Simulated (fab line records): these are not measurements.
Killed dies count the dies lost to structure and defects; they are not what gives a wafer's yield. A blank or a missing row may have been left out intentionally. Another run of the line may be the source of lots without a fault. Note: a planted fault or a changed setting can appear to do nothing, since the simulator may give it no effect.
fab line records :: flow berkeley-cmos170
record:
  lots: 14
  wafers: 42
  last-day: 13
route steps=331 shown NWELL@24 PWELL@37 CONTACT@236 V2@295
lots that met no fault: from a run of the same line without faults
start-h: hours from the record's first day to the start of the lot's first wafer shown :: wait-h: hours elapsed since this lot's preceding step :: " repeats the value in the row above :: L1.1+2: one row covering several wafers at once :: - either no value or no given start :: * or withheld: withheld :: < > ~ a bound
route shown NAME@n: a module of which the file shows steps, and the number in the route of the first :: usual: mean/standard deviation taken from wafers without a fault :: same: alike in all rows :: chamber/n: place in a boat :: sites: per-site readings :: _std_site: standard deviation across them :: _edge_site: outer sites' mean less inner sites' :: radius-mm: for every site, how far away it sits from the centre of the wafer :: mask NAME#n: copy n :: behind: the most recent tool/chamber to have shaped the wafer :: hold: what put the lot on hold/how long, in hours/how the hold closed :: device: names the non-switching transistor (n, p or np) :: end of line: the route-end tests of the same wafers :: step lacking rows: just its recipe :: killed: count of dies lost to structure and defects at first sort (not the wafer's yield) :: map: dies across one wafer; x = killed, . = not, _ = none there
set.NAME: the setting the step ran with; set.NAME@STEP: the setting that earlier step ran with :: model.NAME: the simulator's own value behind a step, which no gauge read
route steps across a sampled set of lots; one table per step, one row per wafer
== steps ==
step: UCB170_NWELL_PEB_10
recipe:
  peb-temp-c: 130
  peb-time-s: withheld
  resist: KrF
usual:
  chill-plate-temp-C: 23.00/0.12
  exhaust-pa: 44.8/1.1
lot.wafer: L505.1
tool: litho-track-01
chamber: 0
start-h: 42.77
wait-h: 0.1
chill-plate-temp-C: 23.18
exhaust-pa: 43.9

lot.wafer: L505.5
tool: litho-track-01
chamber: 0
start-h: 42.77
wait-h: 0.1
chill-plate-temp-C: 22.99
exhaust-pa: 43.0

lot.wafer: L505.6
tool: litho-track-01
chamber: 0
start-h: 42.77
wait-h: 0.1
chill-plate-temp-C: 22.93
exhaust-pa: 45.3

lot.wafer: L507.2
tool: litho-track-04
chamber: 0
start-h: 51.87
wait-h: 0.1
chill-plate-temp-C: 22.92
exhaust-pa: 44.7

lot.wafer: L507.4
tool: litho-track-04
chamber: 0
start-h: 51.87
wait-h: 0.1
chill-plate-temp-C: 22.84
exhaust-pa: 44.9

lot.wafer: L507.5
tool: litho-track-04
chamber: 0
start-h: 51.87
wait-h: 0.1
chill-plate-temp-C: 22.97
exhaust-pa: 44.4

lot.wafer: L506.2
tool: litho-track-02
chamber: 0
start-h: 52.37
wait-h: 0.2
chill-plate-temp-C: 23.00
exhaust-pa: 45.7

lot.wafer: L506.5
tool: litho-track-02
chamber: 0
start-h: 52.37
wait-h: 0.2
chill-plate-temp-C: 23.15
exhaust-pa: 44.7

lot.wafer: L506.6
tool: litho-track-02
chamber: 0
start-h: 52.37
wait-h: 0.2
chill-plate-temp-C: 22.97
exhaust-pa: 44.5

lot.wafer: L508.2
tool: litho-track-04
chamber: 0
start-h: 55.26
wait-h: 0.1
chill-plate-temp-C: 22.98
exhaust-pa: 46.1

lot.wafer: L508.3
tool: litho-track-04
chamber: 0
start-h: 55.26
wait-h: 0.1
chill-plate-temp-C: 23.05
exhaust-pa: 45.8

lot.wafer: L508.4
tool: litho-track-04
chamber: 0
start-h: 55.26
wait-h: 0.1
chill-plate-temp-C: 23.04
exhaust-pa: 44.2

lot.wafer: L511.1
tool: litho-track-01
chamber: 0
start-h: 66.51
wait-h: 0.2
chill-plate-temp-C: 23.07
exhaust-pa: 45.2

lot.wafer: L511.2
tool: litho-track-01
chamber: 0
start-h: 66.51
wait-h: 0.2
chill-plate-temp-C: 23.02
exhaust-pa: 45.5

lot.wafer: L511.5
tool: litho-track-01
chamber: 0
start-h: 66.51
wait-h: 0.2
chill-plate-temp-C: 23.20
exhaust-pa: 45.7

lot.wafer: L510.3
tool: litho-track-01
chamber: 0
start-h: 67.28
wait-h: 0.7
chill-plate-temp-C: 22.97
exhaust-pa: 44.3

lot.wafer: L510.4
tool: litho-track-01
chamber: 0
start-h: 67.28
wait-h: 0.7
chill-plate-temp-C: 22.84
exhaust-pa: 43.7

lot.wafer: L510.5
tool: litho-track-01
chamber: 0
start-h: 67.28
wait-h: 0.7
chill-plate-temp-C: 23.03
exhaust-pa: 43.9

lot.wafer: L512.2
tool: litho-track-01
chamber: 0
start-h: 72.36
wait-h: 0.1
chill-plate-temp-C: 22.99
exhaust-pa: 44.6

lot.wafer: L512.4
tool: litho-track-01
chamber: 0
start-h: 72.36
wait-h: 0.1
chill-plate-temp-C: 22.98
exhaust-pa: 43.8

lot.wafer: L512.6
tool: litho-track-01
chamber: 0
start-h: 72.36
wait-h: 0.1
chill-plate-temp-C: 23.05
exhaust-pa: 42.4

lot.wafer: L514.2
tool: litho-track-01
chamber: 0
start-h: 92.45
wait-h: 0.3
chill-plate-temp-C: 22.80
exhaust-pa: 44.5

lot.wafer: L514.3
tool: litho-track-01
chamber: 0
start-h: 92.45
wait-h: 0.3
chill-plate-temp-C: 22.86
exhaust-pa: 45.7

lot.wafer: L514.5
tool: litho-track-01
chamber: 0
start-h: 92.45
wait-h: 0.3
chill-plate-temp-C: 22.68
exhaust-pa: 45.3

lot.wafer: L518.1
tool: litho-track-04
chamber: 0
start-h: 102.29
wait-h: 0.1
chill-plate-temp-C: 23.19
exhaust-pa: 44.6

lot.wafer: L518.3
tool: litho-track-04
chamber: 0
start-h: 102.29
wait-h: 0.1
chill-plate-temp-C: 23.02
exhaust-pa: 43.2

lot.wafer: L518.4
tool: litho-track-04
chamber: 0
start-h: 102.29
wait-h: 0.1
chill-plate-temp-C: 22.88
exhaust-pa: 44.9

lot.wafer: L516.1
tool: litho-track-04
chamber: -
start-h: 102.56
wait-h: 0.1
chill-plate-temp-C: -
exhaust-pa: -

lot.wafer: L516.3
tool: litho-track-04
chamber: -
start-h: 102.56
wait-h: 0.1
chill-plate-temp-C: -
exhaust-pa: -

lot.wafer: L516.4
tool: litho-track-04
chamber: -
start-h: 102.56
wait-h: 0.1
chill-plate-temp-C: -
exhaust-pa: -

lot.wafer: L519.2
tool: litho-track-04
chamber: -
start-h: 108.19
wait-h: 0.4
chill-plate-temp-C: -
exhaust-pa: -

lot.wafer: L519.3
tool: litho-track-04
chamber: -
start-h: 108.19
wait-h: 0.4
chill-plate-temp-C: -
exhaust-pa: -

lot.wafer: L519.5
tool: litho-track-04
chamber: -
start-h: 108.19
wait-h: 0.4
chill-plate-temp-C: -
exhaust-pa: -

lot.wafer: L523.1
tool: litho-track-04
chamber: 0
start-h: 132.29
wait-h: 1.0
chill-plate-temp-C: 22.83
exhaust-pa: 45.0

lot.wafer: L523.4
tool: litho-track-04
chamber: 0
start-h: 132.29
wait-h: 1.0
chill-plate-temp-C: 23.09
exhaust-pa: 44.0

lot.wafer: L523.6
tool: litho-track-04
chamber: 0
start-h: 132.29
wait-h: 1.0
chill-plate-temp-C: 23.07
exhaust-pa: 43.5

lot.wafer: L527.2
tool: litho-track-01
chamber: 0
start-h: 148.09
wait-h: 0.1
chill-plate-temp-C: 22.85
exhaust-pa: 46.8

lot.wafer: L527.4
tool: litho-track-01
chamber: 0
start-h: 148.09
wait-h: 0.1
chill-plate-temp-C: 22.97
exhaust-pa: 45.9

lot.wafer: L527.6
tool: litho-track-01
chamber: 0
start-h: 148.09
wait-h: 0.1
chill-plate-temp-C: 22.98
exhaust-pa: 47.4

lot.wafer: L526.1
tool: litho-track-04
chamber: 0
start-h: 148.31
wait-h: 0.1
chill-plate-temp-C: 22.83
exhaust-pa: 44.0

lot.wafer: L526.3
tool: litho-track-04
chamber: 0
start-h: 148.31
wait-h: 0.1
chill-plate-temp-C: 22.98
exhaust-pa: 46.4

lot.wafer: L526.4
tool: litho-track-04
chamber: 0
start-h: 148.31
wait-h: 0.1
chill-plate-temp-C: 22.98
exhaust-pa: 44.2
step: UCB170_PWELL_THK_MEAS_03
recipe:
  reads: SiO2_of_PWELL_OXIDATION_02
usual:
  PWELL_OXIDE_THK: 26.8/0.41
lot.wafer: L505.1
tool: film-metro-02
chamber: -
start-h: 52.18
wait-h: 0.0
PWELL_OXIDE_THK[nm]: 26.8

lot.wafer: L505.5
tool: film-metro-02
chamber: -
start-h: 52.18
wait-h: 0.0
PWELL_OXIDE_THK[nm]: 26.7

lot.wafer: L505.6
tool: film-metro-02
chamber: -
start-h: 52.18
wait-h: 0.0
PWELL_OXIDE_THK[nm]: 26.8

lot.wafer: L506.2
tool: film-metro-01
chamber: -
start-h: 62.68
wait-h: 0.0
PWELL_OXIDE_THK[nm]: 27.0

lot.wafer: L506.5
tool: film-metro-01
chamber: -
start-h: 62.68
wait-h: 0.0
PWELL_OXIDE_THK[nm]: 26.7

lot.wafer: L506.6
tool: film-metro-01
chamber: -
start-h: 62.68
wait-h: 0.0
PWELL_OXIDE_THK[nm]: 26.6

lot.wafer: L507.2
tool: film-metro-02
chamber: -
start-h: 62.68
wait-h: 0.0
PWELL_OXIDE_THK[nm]: 26.7

lot.wafer: L507.4
tool: film-metro-02
chamber: -
start-h: 62.68
wait-h: 0.0
PWELL_OXIDE_THK[nm]: 26.5

lot.wafer: L507.5
tool: film-metro-02
chamber: -
start-h: 62.68
wait-h: 0.0
PWELL_OXIDE_THK[nm]: 26.2

lot.wafer: L508.2
tool: film-metro-04
chamber: -
start-h: 70.56
wait-h: 0.0
PWELL_OXIDE_THK[nm]: 27.3

lot.wafer: L508.3
tool: film-metro-04
chamber: -
start-h: 70.56
wait-h: 0.0
PWELL_OXIDE_THK[nm]: 27.0

lot.wafer: L508.4
tool: film-metro-04
chamber: -
start-h: 70.56
wait-h: 0.0
PWELL_OXIDE_THK[nm]: 27.1

lot.wafer: L511.1
tool: film-metro-01
chamber: -
start-h: 85.16
wait-h: 0.0
PWELL_OXIDE_THK[nm]: 27.1

lot.wafer: L511.2
tool: film-metro-01
chamber: -
start-h: 85.16
wait-h: 0.0
PWELL_OXIDE_THK[nm]: 27.1

lot.wafer: L511.5
tool: film-metro-01
chamber: -
start-h: 85.16
wait-h: 0.0
PWELL_OXIDE_THK[nm]: 27.0

lot.wafer: L512.2
tool: film-metro-04
chamber: -
start-h: 85.17
wait-h: 0.0
PWELL_OXIDE_THK[nm]: 27.0

lot.wafer: L512.4
tool: film-metro-04
chamber: -
start-h: 85.17
wait-h: 0.0
PWELL_OXIDE_THK[nm]: 26.4

lot.wafer: L512.6
tool: film-metro-04
chamber: -
start-h: 85.17
wait-h: 0.0
PWELL_OXIDE_THK[nm]: 27.0

lot.wafer: L510.3
tool: film-metro-02
chamber: -
start-h: 85.24
wait-h: 0.1
PWELL_OXIDE_THK[nm]: 27.2

lot.wafer: L510.4
tool: film-metro-02
chamber: -
start-h: 85.24
wait-h: 0.1
PWELL_OXIDE_THK[nm]: 27.0

lot.wafer: L510.5
tool: film-metro-02
chamber: -
start-h: 85.24
wait-h: 0.1
PWELL_OXIDE_THK[nm]: 26.5

lot.wafer: L518.1
tool: film-metro-02
chamber: -
start-h: 109.96
wait-h: 0.0
PWELL_OXIDE_THK[nm]: 26.7

lot.wafer: L518.3
tool: film-metro-02
chamber: -
start-h: 109.96
wait-h: 0.0
PWELL_OXIDE_THK[nm]: 26.4

lot.wafer: L518.4
tool: film-metro-02
chamber: -
start-h: 109.96
wait-h: 0.0
PWELL_OXIDE_THK[nm]: 26.4

lot.wafer: L514.2
tool: film-metro-04
chamber: -
start-h: 109.97
wait-h: 0.0
PWELL_OXIDE_THK[nm]: 27.1

lot.wafer: L514.3
tool: film-metro-04
chamber: -
start-h: 109.97
wait-h: 0.0
PWELL_OXIDE_THK[nm]: 27.2

lot.wafer: L514.5
tool: film-metro-04
chamber: -
start-h: 109.97
wait-h: 0.0
PWELL_OXIDE_THK[nm]: 27.2

lot.wafer: L523.1
tool: film-metro-02
chamber: -
start-h: 144.11
wait-h: 0.0
PWELL_OXIDE_THK[nm]: 27.2

lot.wafer: L523.4
tool: film-metro-02
chamber: -
start-h: 144.11
wait-h: 0.0
PWELL_OXIDE_THK[nm]: 26.7

lot.wafer: L523.6
tool: film-metro-02
chamber: -
start-h: 144.11
wait-h: 0.0
PWELL_OXIDE_THK[nm]: 27.1

lot.wafer: L526.1
tool: film-metro-02
chamber: -
start-h: 163.55
wait-h: 0.0
PWELL_OXIDE_THK[nm]: 26.2

lot.wafer: L526.3
tool: film-metro-02
chamber: -
start-h: 163.55
wait-h: 0.0
PWELL_OXIDE_THK[nm]: 26.3

lot.wafer: L526.4
tool: film-metro-02
chamber: -
start-h: 163.55
wait-h: 0.0
PWELL_OXIDE_THK[nm]: 26.3

lot.wafer: L527.2
tool: film-metro-04
chamber: -
start-h: 163.56
wait-h: 0.0
PWELL_OXIDE_THK[nm]: 26.5

lot.wafer: L527.4
tool: film-metro-04
chamber: -
start-h: 163.56
wait-h: 0.0
PWELL_OXIDE_THK[nm]: 27.1

lot.wafer: L527.6
tool: film-metro-04
chamber: -
start-h: 163.56
wait-h: 0.0
PWELL_OXIDE_THK[nm]: 27.2
step: UCB170_CONTACT_CD_MEAS_90
recipe:
  target-cd-nm: 700
usual:
  cd-nm: 700.1/1.5
lot.wafer: L505.1
tool: cd-sem-01
chamber: -
start-h: 170.56
wait-h: 0.1
cd-nm: 701.4

lot.wafer: L505.5
tool: cd-sem-01
chamber: -
start-h: 170.56
wait-h: 0.1
cd-nm: 701.6

lot.wafer: L505.6
tool: cd-sem-01
chamber: -
start-h: 170.56
wait-h: 0.1
cd-nm: 699.6

lot.wafer: L508.2
tool: cd-sem-01
chamber: -
start-h: 179.97
wait-h: 0.1
cd-nm: 700.7

lot.wafer: L508.3
tool: cd-sem-01
chamber: -
start-h: 179.97
wait-h: 0.1
cd-nm: 699.5

lot.wafer: L508.4
tool: cd-sem-01
chamber: -
start-h: 179.97
wait-h: 0.1
cd-nm: 699.4

lot.wafer: L507.2
tool: cd-sem-01
chamber: -
start-h: 181.03
wait-h: 0.1
cd-nm: 700.7

lot.wafer: L507.4
tool: cd-sem-01
chamber: -
start-h: 181.03
wait-h: 0.1
cd-nm: 701.8

lot.wafer: L507.5
tool: cd-sem-01
chamber: -
start-h: 181.03
wait-h: 0.1
cd-nm: 701.0

lot.wafer: L506.2
tool: cd-sem-02
chamber: -
start-h: 181.27
wait-h: 0.1
cd-nm: 699.7

lot.wafer: L506.5
tool: cd-sem-02
chamber: -
start-h: 181.27
wait-h: 0.1
cd-nm: 700.6

lot.wafer: L506.6
tool: cd-sem-02
chamber: -
start-h: 181.27
wait-h: 0.1
cd-nm: 700.9

lot.wafer: L511.1
tool: cd-sem-02
chamber: -
start-h: 212.54
wait-h: 0.1
cd-nm: 697.3

lot.wafer: L511.2
tool: cd-sem-02
chamber: -
start-h: 212.54
wait-h: 0.1
cd-nm: 696.7

lot.wafer: L511.5
tool: cd-sem-02
chamber: -
start-h: 212.54
wait-h: 0.1
cd-nm: 697.8

lot.wafer: L510.3
tool: cd-sem-02
chamber: -
start-h: 213.59
wait-h: 0.1
cd-nm: 699.9

lot.wafer: L510.4
tool: cd-sem-02
chamber: -
start-h: 213.59
wait-h: 0.1
cd-nm: 698.3

lot.wafer: L510.5
tool: cd-sem-02
chamber: -
start-h: 213.59
wait-h: 0.1
cd-nm: 698.7

lot.wafer: L512.2
tool: cd-sem-02
chamber: -
start-h: 216.96
wait-h: 0.1
cd-nm: 700.7

lot.wafer: L512.4
tool: cd-sem-02
chamber: -
start-h: 216.96
wait-h: 0.1
cd-nm: 698.4

lot.wafer: L512.6
tool: cd-sem-02
chamber: -
start-h: 216.96
wait-h: 0.1
cd-nm: 700.0

lot.wafer: L518.1
tool: cd-sem-01
chamber: -
start-h: 236.39
wait-h: 0.1
cd-nm: 701.8

lot.wafer: L518.3
tool: cd-sem-01
chamber: -
start-h: 236.39
wait-h: 0.1
cd-nm: 701.4

lot.wafer: L518.4
tool: cd-sem-01
chamber: -
start-h: 236.39
wait-h: 0.1
cd-nm: 701.6

lot.wafer: L514.2
tool: cd-sem-01
chamber: -
start-h: 236.53
wait-h: 0.1
cd-nm: 699.3

lot.wafer: L514.3
tool: cd-sem-01
chamber: -
start-h: 236.53
wait-h: 0.1
cd-nm: 698.2

lot.wafer: L514.5
tool: cd-sem-01
chamber: -
start-h: 236.53
wait-h: 0.1
cd-nm: 699.0

lot.wafer: L523.1
tool: cd-sem-02
chamber: -
start-h: 271.74
wait-h: 0.1
cd-nm: 703.3

lot.wafer: L523.4
tool: cd-sem-02
chamber: -
start-h: 271.74
wait-h: 0.1
cd-nm: 702.8

lot.wafer: L523.6
tool: cd-sem-02
chamber: -
start-h: 271.74
wait-h: 0.1
cd-nm: 702.8

lot.wafer: L526.1
tool: cd-sem-01
chamber: -
start-h: 289.12
wait-h: 0.1
cd-nm: 699.8

lot.wafer: L526.3
tool: cd-sem-01
chamber: -
start-h: 289.12
wait-h: 0.1
cd-nm: 698.8

lot.wafer: L526.4
tool: cd-sem-01
chamber: -
start-h: 289.12
wait-h: 0.1
cd-nm: 699.4

lot.wafer: L527.2
tool: cd-sem-02
chamber: -
start-h: 290.44
wait-h: 0.1
cd-nm: 701.1

lot.wafer: L527.4
tool: cd-sem-02
chamber: -
start-h: 290.44
wait-h: 0.1
cd-nm: 701.0

lot.wafer: L527.6
tool: cd-sem-02
chamber: -
start-h: 290.44
wait-h: 0.1
cd-nm: 700.2
step: UCB170_V2_BOW_MEAS_03
recipe:
  mode: bow
usual:
  V2_BOW: 35/7.4
lot.wafer: L505.1
tool: film-metro-01
chamber: -
start-h: 180.59
wait-h: 0.3
V2_BOW[um]: 28

lot.wafer: L505.5
tool: film-metro-01
chamber: -
start-h: 180.59
wait-h: 0.3
V2_BOW[um]: 29

lot.wafer: L505.6
tool: film-metro-01
chamber: -
start-h: 180.59
wait-h: 0.3
V2_BOW[um]: 32

lot.wafer: L508.2
tool: film-metro-03
chamber: -
start-h: 189.42
wait-h: 0.2
V2_BOW[um]: 41

lot.wafer: L508.3
tool: film-metro-03
chamber: -
start-h: 189.42
wait-h: 0.2
V2_BOW[um]: 20

lot.wafer: L508.4
tool: film-metro-03
chamber: -
start-h: 189.42
wait-h: 0.2
V2_BOW[um]: 34

lot.wafer: L507.2
tool: film-metro-03
chamber: -
start-h: 191.64
wait-h: 0.2
V2_BOW[um]: 42

lot.wafer: L507.4
tool: film-metro-03
chamber: -
start-h: 191.64
wait-h: 0.2
V2_BOW[um]: 27

lot.wafer: L507.5
tool: film-metro-03
chamber: -
start-h: 191.64
wait-h: 0.2
V2_BOW[um]: 30

lot.wafer: L506.2
tool: film-metro-02
chamber: -
start-h: 191.92
wait-h: 0.3
V2_BOW[um]: 39

lot.wafer: L506.5
tool: film-metro-02
chamber: -
start-h: 191.92
wait-h: 0.3
V2_BOW[um]: 39

lot.wafer: L506.6
tool: film-metro-02
chamber: -
start-h: 191.92
wait-h: 0.3
V2_BOW[um]: 48

lot.wafer: L511.1
tool: film-metro-02
chamber: -
start-h: 225.85
wait-h: 0.2
V2_BOW[um]: 40

lot.wafer: L511.2
tool: film-metro-02
chamber: -
start-h: 225.85
wait-h: 0.2
V2_BOW[um]: 33

lot.wafer: L511.5
tool: film-metro-02
chamber: -
start-h: 225.85
wait-h: 0.2
V2_BOW[um]: 39

lot.wafer: L510.3
tool: film-metro-02
chamber: -
start-h: 226.15
wait-h: 0.3
V2_BOW[um]: 33

lot.wafer: L510.4
tool: film-metro-02
chamber: -
start-h: 226.15
wait-h: 0.3
V2_BOW[um]: 55

lot.wafer: L510.5
tool: film-metro-02
chamber: -
start-h: 226.15
wait-h: 0.3
V2_BOW[um]: 39

lot.wafer: L512.2
tool: film-metro-01
chamber: -
start-h: 226.89
wait-h: 0.2
V2_BOW[um]: 37

lot.wafer: L512.4
tool: film-metro-01
chamber: -
start-h: 226.89
wait-h: 0.2
V2_BOW[um]: 39

lot.wafer: L512.6
tool: film-metro-01
chamber: -
start-h: 226.89
wait-h: 0.2
V2_BOW[um]: 34

lot.wafer: L514.2
tool: film-metro-03
chamber: -
start-h: 247.31
wait-h: 0.2
V2_BOW[um]: 38

lot.wafer: L514.3
tool: film-metro-03
chamber: -
start-h: 247.31
wait-h: 0.2
V2_BOW[um]: 37

lot.wafer: L514.5
tool: film-metro-03
chamber: -
start-h: 247.31
wait-h: 0.2
V2_BOW[um]: 36

lot.wafer: L518.1
tool: film-metro-02
chamber: -
start-h: 249.27
wait-h: 0.1
V2_BOW[um]: 23

lot.wafer: L518.3
tool: film-metro-02
chamber: -
start-h: 249.27
wait-h: 0.1
V2_BOW[um]: 26

lot.wafer: L518.4
tool: film-metro-02
chamber: -
start-h: 249.27
wait-h: 0.1
V2_BOW[um]: 44

lot.wafer: L523.1
tool: film-metro-02
chamber: -
start-h: 282.69
wait-h: 0.2
V2_BOW[um]: 27

lot.wafer: L523.4
tool: film-metro-02
chamber: -
start-h: 282.69
wait-h: 0.2
V2_BOW[um]: 29

lot.wafer: L523.6
tool: film-metro-02
chamber: -
start-h: 282.69
wait-h: 0.2
V2_BOW[um]: 38

lot.wafer: L526.1
tool: film-metro-01
chamber: -
start-h: 299.48
wait-h: 0.1
V2_BOW[um]: 52

lot.wafer: L526.3
tool: film-metro-01
chamber: -
start-h: 299.48
wait-h: 0.1
V2_BOW[um]: 36

lot.wafer: L526.4
tool: film-metro-01
chamber: -
start-h: 299.48
wait-h: 0.1
V2_BOW[um]: 35

lot.wafer: L527.2
tool: film-metro-02
chamber: -
start-h: 300.58
wait-h: 0.1
V2_BOW[um]: 30

lot.wafer: L527.4
tool: film-metro-02
chamber: -
start-h: 300.58
wait-h: 0.1
V2_BOW[um]: 23

lot.wafer: L527.6
tool: film-metro-02
chamber: -
start-h: 300.58
wait-h: 0.1
V2_BOW[um]: 27
== key ==
first-sign:
  step: UCB170_NWELL_PEB_10
  reading: tool-record
  direction: missing
effect none on later readings
met-at UCB170_NWELL_PEB_10
struck-lots L516,L519
later-rows-left-out L516.1,L516.3,L516.4,L519.2,L519.3,L519.5
sort-left-out L516.1,L516.3,L516.4,L519.2,L519.3,L519.5
tester-left-out L516,L519
not-acting-at UCB170_PWELL_THK_MEAS_03,UCB170_CONTACT_CD_MEAS_90,UCB170_V2_BOW_MEAS_03
onset-between 102.29 102.56
fault:
  kind: skipped-step-whole
  tool: litho-track-04
  chamber: -
  onset-h: 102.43
  steps: UCB170_NWELL_PEB_10
  scope: struck-lots-only
tester-left-out: of these lots the tester's yield and bins aren't shown, on N5 and GAA mostly nor the transistor test; their killed dies are dies lost to structure and defects alone, not to doping, threshold or leakage, so they don't give the yield
sort-left-out: the simulated sort isn't trusted on such a fault, so these wafers' sort isn't shown, and their yield isn't known
later-rows-left-out: the simulator's readings of these wafers behind a module that went badly wrong aren't trusted and aren't shown, but for the sort
